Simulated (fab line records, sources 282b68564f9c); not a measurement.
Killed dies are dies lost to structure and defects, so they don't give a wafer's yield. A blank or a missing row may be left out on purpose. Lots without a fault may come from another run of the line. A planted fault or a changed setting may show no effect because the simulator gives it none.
Which tool did it? | flow rit_cmos | 14 lots, 42 wafers sampled, at 2 steps of a route of 202

WHAT THE GAUGES READ, wafer by wafer
The record holds no reading of a measuring or inspecting step that can be judged against a usual standard deviation.

WHICH TOOL RAN EACH LOT (tool, then ch and the chambers of the sampled wafers, then the start)
lot  | RIT_M1_METAL_ETCH_12             | RIT_M1_PROBE_99
L493 | rie_metal-02 ch 0,1, day 3 11:25 | prober-02, day 3 13:43
L494 | rie_metal-01 ch 0,1, day 3 16:23 | prober-01, day 3 18:42
L495 | rie_metal-04 ch 0,1, day 3 18:29 | prober-02, day 3 20:47
L497 | rie_metal-01 ch 0,1, day 4 11:55 | prober-02, day 4 14:10
L498 | rie_metal-02 ch 0,1, day 4 19:57 | prober-02, day 4 23:22
L502 | rie_metal-02 ch 0,1, day 5 13:21 | prober-01, day 5 15:40
L503 | rie_metal-01 ch 0,1, day 5 16:51 | prober-02, day 5 19:06
L506 | rie_metal-01 ch 0,1, day 6 05:51 | prober-01, day 7 14:44
L508 | rie_metal-02 ch 0,1, day 6 13:29 | prober-02, day 7 15:05
L510 | rie_metal-04 ch 0,1, day 7 01:56 | prober-01, day 7 15:08
L511 | rie_metal-02 ch 0,1, day 7 05:46 | prober-01, day 7 15:47
L513 | rie_metal-04 ch 0,1, day 7 20:22 | prober-02, day 7 22:47
L514 | rie_metal-02 ch 0,1, day 8 00:42 | prober-01, day 8 03:08
L516 | rie_metal-04 ch 0,1, day 8 18:32 | prober-02, day 8 20:47
- RIT_M1_METAL_ETCH_12: etches Al in Cl2/BCl3, stops on SiO2, time 165 s, target depth 600 nm.
- RIT_M1_PROBE_99

WHAT THE TOOLS THEMSELVES READ (means of the sampled wafers that have a number; where no wafer has one, the mark that the record gives instead)
RIT_M1_METAL_ETCH_12. Usual: bcl3_flow_sccm 50.01 sccm, standard deviation 0.14; chamber_pressure_mTorr 100.01 mTorr, standard deviation 0.091; drypump_motor_current_A 5.85 A, standard deviation 0.27; oes_product_au 0.777 a.u., standard deviation 0.013; run_length_s 193.4 s, standard deviation 0.36; throttle_valve_pct 8.23 %, standard deviation 0.12.
lot  | tool         | bcl3_flow_sccm (sccm) | chamber_pressure_mTorr (mTorr) | drypump_motor_current_A (A) | oes_product_au (a.u.) | run_length_s (s) | throttle_valve_pct (%) | flag
L493 | rie_metal-02 | 50.03                 | 99.99                          | 6.04                        | 0.775                 | 193.1            | 8.29                   |
L494 | rie_metal-01 | 50.04                 | 99.97                          | 5.81                        | 0.777                 | 193.3            | 8.26                   |
L495 | rie_metal-04 | 50.07                 | 100.06                         | 5.69                        | 0.771                 | 193.6            | 8.18                   |
L497 | rie_metal-01 | 49.97                 | 100.01                         | 5.79                        | 0.780                 | 193.2            | 8.26                   |
L498 | rie_metal-02 | 50.02                 | 100.04                         | 5.84                        | 0.782                 | 193.3            | 8.16                   |
L502 | rie_metal-02 | 50.11                 | 100.01                         | 6.03                        | 0.770                 | 193.1            | 8.28                   |
L503 | rie_metal-01 | 49.92                 | 99.95                          | 6.03                        | 0.994                 | 152.2            | 8.22                   | OFF
L506 | rie_metal-01 | 50.05                 | 99.96                          | 6.01                        | 0.980                 | 152.1            | 8.24                   | OFF
L508 | rie_metal-02 | 50.05                 | 99.99                          | 6.06                        | 0.776                 | 193.3            | 8.29                   |
L510 | rie_metal-04 | 50.02                 | 100.04                         | 5.69                        | 0.765                 | 193.5            | 8.17                   |
L511 | rie_metal-02 | 49.97                 | 100.11                         | 5.84                        | 0.783                 | 193.3            | 8.16                   |
L513 | rie_metal-04 | 50.18                 | 100.01                         | 5.70                        | 0.772                 | 193.4            | 8.17                   |
L514 | rie_metal-02 | 49.85                 | 100.09                         | 6.05                        | 0.770                 | 193.2            | 8.29                   |
L516 | rie_metal-04 | 50.01                 | 99.95                          | 5.72                        | 0.774                 | 193.7            | 8.18                   |

RIT_M1_PROBE_99. Usual: defect_limited_yield 97.6 %, standard deviation 1.2; killed_at_contacts 0.1, standard deviation 0.23; killed_at_front_end 6, standard deviation 3.1; killed_dies 6, standard deviation 3.1; killed_open 3.2, standard deviation 1.9; killed_short 3.2, standard deviation 2.1.
lot  | tool      | defect_limited_yield (%) | killed_at_contacts | killed_at_front_end | killed_dies | killed_open | killed_short | flag
L493 | prober-02 | 96.8                     | 0.0                | 8                   | 8           | 5.0         | 3.3          |
L494 | prober-01 | 97.8                     | 0.0                | 6                   | 6           | 3.0         | 2.7          |
L495 | prober-02 | 97.1                     | 0.0                | 8                   | 8           | 3.0         | 4.7          |
L497 | prober-02 | 98.2                     | 0.0                | 5                   | 5           | 1.7         | 3.0          |
L498 | prober-02 | 98.4                     | 0.0                | 4                   | 4           | 2.0         | 2.3          |
L502 | prober-01 | 98.9                     | 0.0                | 3                   | 3           | 1.0         | 2.0          |
L503 | prober-02 | 96.7                     | 0.0                | 9                   | 9           | 4.3         | 4.3          |
L506 | prober-01 | 97.1                     | 0.0                | 8                   | 8           | 3.3         | 4.3          |
L508 | prober-02 | 97.6                     | 0.3                | 6                   | 6           | 3.3         | 3.0          |
L510 | prober-01 | 97.7                     | 0.0                | 6                   | 6           | 2.3         | 3.7          |
L511 | prober-01 | 97.7                     | 0.0                | 6                   | 6           | 2.0         | 4.0          |
L513 | prober-02 | 95.5                     | 0.0                | 12                  | 12          | 6.3         | 5.7          |
L514 | prober-01 | 98.1                     | 0.0                | 5                   | 5           | 2.0         | 2.7          |
L516 | prober-02 | 98.2                     | 0.0                | 5                   | 5           | 2.7         | 2.0          |

THE ANSWER, worked out from the rows above alone
Rule: a lot is off if the mean of its wafers that have a number lies more than 3 standard deviations from the usual mean. A lot without any number at a reading at which 4 lots or more have one is off too. The other lots that the step has rows for count as sound. The gauges are gone through in route order, then the tools' own readings, and for those a lot's mean is taken as printed above. The first step at which some lot is off is used, and at that step the reading that is off furthest; a lot without a number counts as furthest.
Off: L503, L506, at RIT_M1_METAL_ETCH_12 (run_length_s).
A tool fits if, at that step or a process step before it, it ran every lot that is off, and no sound lot after the first of them. One fits: rie_metal-01 at RIT_M1_METAL_ETCH_12. Its last sound lot is L497 (day 4 11:55), its first lot that is off L503 (day 5 16:51): a fault that began between those two fits.
The tool's own readings at RIT_M1_METAL_ETCH_12 bear it out: on the lots that are off they differ by more than 5 times the standard deviation of the sound lots' means. oes_product_au reads 0.987 a.u. there against 0.775 a.u. on the sound lots; run_length_s reads 152.1 s there against 193.3 s on the sound lots.

WHAT THE SIMULATOR HAD PUT IN
Process parameter drift: rie_metal-01, from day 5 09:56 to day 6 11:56, at RIT_M1_METAL_ETCH_12. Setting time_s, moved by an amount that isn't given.
Lots struck among those shown: L503, L506. The rule above found the same.
